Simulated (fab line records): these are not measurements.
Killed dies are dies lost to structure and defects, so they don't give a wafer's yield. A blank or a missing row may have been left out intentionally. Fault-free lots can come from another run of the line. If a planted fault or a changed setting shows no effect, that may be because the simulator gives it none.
8D (eight disciplines) problem report, filled in by code | flow berkeley_cmos170 | the parts of the form that need people (team, actions taken, sign-off) are left out

== 1. WHAT IS WRONG ==
Mean of rf_fwd_power_W at UCB170_M3_ETCH_17: 412.6 W across 6 wafers in 2 lots; on wafers with no fault it is 494.7 W (standard deviation 1.7). Measured from the usual mean, that is -48 standard deviations.
The step: etches BARC in N2/H2.
The first sign was on wafer L184.3 at day 12 02:36, on rie_diel-03. The record has a number at this step for 42 wafers belonging to 14 lots. The rule behind "out" and "out of limits": a value lying over 4 standard deviations away from the usual mean. The other wafers with a number count as sound.

== 2. WHAT IT IS; WHAT IT IS NOT ==
question                    | is                     | is not
which readings at this step | rf_fwd_power_W         | throttle_valve_pct
which lots                  | L184, L185             | L169, L171, L173, L175, L176, L177, L178, L180, L187, L188, L189, L190
which wafers of those lots  | all that have a number | -
read on which tools         | rie_diel-03            | rie_diel-02, rie_diel-04
when                        | from day 12 02:36      | up to then (24 sound wafers); but 12 sound wafers of L187, L188, L189, L190 came after

== 3. THE SUSPECTS, EACH WITH WHAT RULES IT OUT ==
Counting: any tool at a process step up to the reading is kept as a suspect provided that every lot that is out went through it and no sound lot did after the first of them.
- rie_diel-03 at UCB170_M3_ETCH_17 (etches BARC in N2/H2): kept. It ran every lot that is out, first L184 (day 12 02:36), and no sound lot after that; its last sound lot up to then is L176 (day 11 01:31). Out on those wafers are its own readings of rf_fwd_power_W.
Left after counting: rie_diel-03 at UCB170_M3_ETCH_17.

== 4. THE CAUSE (what the simulator had put in) ==
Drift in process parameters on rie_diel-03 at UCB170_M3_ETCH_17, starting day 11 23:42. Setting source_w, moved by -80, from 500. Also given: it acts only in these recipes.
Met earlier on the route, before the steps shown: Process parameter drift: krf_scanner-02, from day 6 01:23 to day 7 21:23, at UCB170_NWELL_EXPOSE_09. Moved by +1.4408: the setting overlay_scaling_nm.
Only this tool survived the counting.

== 5. THE CHAIN OF EFFECTS, in route order ==
Each row: a reading whose mean over the struck wafers that have a number lies more than 3 standard deviations from the usual. Only readings for which the record gives a usual standard deviation are gone through. hours: the time from each lot's start at the first step in this table that gives one to its start at this step, as a median over the lots. sigmas: the change in usual standard deviations.
hours | step              | reading        | usual      | on struck wafers | change | sigmas
0     | UCB170_M3_ETCH_17 | oes_product_au | 1.004 a.u. | 0.928            | -0.076 | -4.5
0     | UCB170_M3_ETCH_17 | rf_fwd_power_W | 494.7 W    | 412.6            | -82.1  | -48
Here are the process steps it includes:
- UCB170_M3_ETCH_17: etches BARC in N2/H2.

== 6. WHAT WOULD HAVE CAUGHT IT SOONER ==
In this record the first reading out of limits was taken at day 12 02:36, 3 hours after the fault began at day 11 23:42.
